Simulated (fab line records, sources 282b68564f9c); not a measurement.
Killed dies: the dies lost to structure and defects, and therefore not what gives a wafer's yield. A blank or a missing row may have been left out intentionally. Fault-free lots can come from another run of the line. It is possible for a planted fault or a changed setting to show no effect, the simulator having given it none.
Struck lot and sound lot, side by side / flow rit cmos / 15 steps out of a route of 202
Sound: the wafers L702.1, L702.5, L702.6. Wafers struck: L716.2, L716.3, L716.6. The cause comes at the end.
At each step with rows: each side's tool, then ch and its chambers, then its first start. Under that, the readings that differ: sound wafers / struck wafers / difference of the means / sigmas: that difference in standard deviations of wafers without a fault.
alike: readings with means less than 2 such deviations apart, plus words and numbers identical on both sides. not compared: withheld readings, readings lacking a value on some wafer, bounds such as >300 that could conceal the same value, and numbers that have no deviation in the record and whose values overlap.
Wherever a step has rows on one side only, a row that says differs or no value, or a row with sigmas, the two part there. Numbers that have no deviation but don't overlap get no sigmas and don't part them. Lack of a reading on every wafer of one side parts them only where that side has two or more wafers.

first, 1 step without rows for these wafers: RIT_CONTACT_CLEAN_14 (cleans in SC2, time 600 s).
RIT_M1_SPUTTER_00: material Al, target thk 400 nm, time 500 s.
  struck on pvd sputter-01, day 6 09:50; sound on pvd sputter-01, day 3 11:32
  alike: throttle valve pct
RIT_M1_RS_MEAS_01: measures by four-point-probe.
  struck on film metro-04, day 6 10:10; sound on film metro-04, day 3 11:50
  alike: M1_AL_RS
RIT_M1_THK_MEAS_02: measures by xrf.
  struck on film metro-04, day 6 10:16; sound on film metro-04, day 3 11:57
  alike: M1_AL_THK
then, 6 steps without rows for these wafers: RIT_M1_HMDS_03 (prime time 60 s); RIT_M1_COAT_04 (resist thk 1310 nm); RIT_M1_SOFTBAKE_05 (time 60 s); RIT_M1_EXPOSE_06 (exposes mask M12, target cd 2600 nm); RIT_M1_PEB_07; RIT_M1_DEVELOP_08 (develop time 70.86 s).
RIT_M1_CD_MEAS_09 targets a cd of 2600 nm.
  struck on cd sem-02, day 6 11:20; sound on cd sem-01, day 3 12:53
  alike: cd nm
RIT_M1_OVL_MEAS_10:
  struck on overlay-02, day 6 11:27; sound on overlay-02, day 3 13:01
  alike: M1_OVL
RIT_M1_HARDBAKE_11: time 120 s.
  sound on litho track-03 ch 0, day 3 13:03; struck on litho track-01 ch 0, day 6 11:31
reading=heater power total W (W); sound=51.93 52.05 52.09; struck=51.27 51.28 51.35; difference=-0.72; sigmas=-12
reading=plate temp C (C); sound=139.64 139.88 140.10; struck=138.21 138.31 138.29; difference=-1.60; sigmas=-11
  alike: resist line temp C
RIT_M1_METAL_ETCH_12: etches Al in Cl2/BCl3, stops on SiO2, time 165 s, target depth 600 nm.
  sound on rie metal-01 ch 0,1, day 3 13:18; struck on rie metal-03 ch 1, day 6 11:44
reading=drypump motor current A (A); sound=6.7 6.6 5.8; struck=5.5 5.5 5.4; difference=-0.9; sigmas=-2
  alike: oes product au, throttle valve pct
  not compared: rf hours counter h
RIT_M1_PROBE_99:
  struck on prober-02, day 6 14:03; sound on prober-02, day 3 15:33
  alike: defect limited yield, killed at contacts, killed at front end, killed dies, killed open, killed short, sort_bin_3_pad_short, sort_bin_5_function, sort_bin_6_memory, sort n pass, sort yield pct

WHERE THEY PART
At RIT_M1_HARDBAKE_11 first; at RIT_M1_METAL_ETCH_12 last (within this record only). Later steps at which nothing parts them and some readings are alike: RIT_M1_PROBE_99.

WHY: the cause the simulator had injected
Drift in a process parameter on litho track-01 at RIT_M1_HARDBAKE_11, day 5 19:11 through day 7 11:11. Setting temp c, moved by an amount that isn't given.
